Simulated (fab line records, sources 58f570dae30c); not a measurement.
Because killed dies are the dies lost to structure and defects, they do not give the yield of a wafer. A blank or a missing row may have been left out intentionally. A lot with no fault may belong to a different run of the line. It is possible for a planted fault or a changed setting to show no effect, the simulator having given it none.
The tool behind it: which one?	flow berkeley_cmos170	6 lots, 18 wafers sampled, at 2 steps of a route of 331

## WHAT THE GAUGES READ, wafer by wafer
UCB170_SDANNEAL_RS_MEAS_02: the measuring method here is four-point-probe.
lot	measured	on	PSD_RS (ohm/sq)
L487	day 8 08:31	film_metro-01	75.7 75.9 75.5
L489	day 8 08:49	film_metro-04	74.9 75.0 74.8
L491	day 9 08:23	film_metro-03	75.8 75.6 75.5
L493	day 9 08:56	film_metro-01	75.3 75.3 75.3
L495	day 9 16:47	film_metro-04	75.7 75.5 75.5
L502	day 11 07:01	film_metro-01	75.5 75.4 75.5

## WHAT TOOL EACH LOT RAN ON (gives the tool, then ch and the chambers of the sampled wafers, and finally the start)
lot	UCB170_GATE_STRIP_16
L487	plasma_asher-03 ch 0,1, day 7 12:56
L489	plasma_asher-02 ch 0,1, day 7 13:22
L491	plasma_asher-04 ch 0,1, day 8 12:20
L493	plasma_asher-02 ch 0,1, day 8 12:37
L495	plasma_asher-04 ch 0,1, day 8 22:40
L502	plasma_asher-02 ch 0,1, day 10 15:03
- UCB170_GATE_STRIP_16: strips in O2.

## THE ANSWER, worked out from the rows above alone
Rule: usual is defined by the lots themselves. Put in order of their means at a reading, lots are off if they are a third of the lots or fewer, leave a main group of 4 or more, and stand apart from it by a gap of 3 or more times the standard deviation of the main group's means; of several such gaps the widest counts. Not used: any main group whose means are identical at the precision the tables above print for the reading. A lot without any number at a reading at which 4 lots or more have one is off too. All remaining lots with rows at the step are treated as sound.
No lot is off on any of the readings shown, so nothing can be concluded from this.

## WHAT THE SIMULATOR HAD PUT IN
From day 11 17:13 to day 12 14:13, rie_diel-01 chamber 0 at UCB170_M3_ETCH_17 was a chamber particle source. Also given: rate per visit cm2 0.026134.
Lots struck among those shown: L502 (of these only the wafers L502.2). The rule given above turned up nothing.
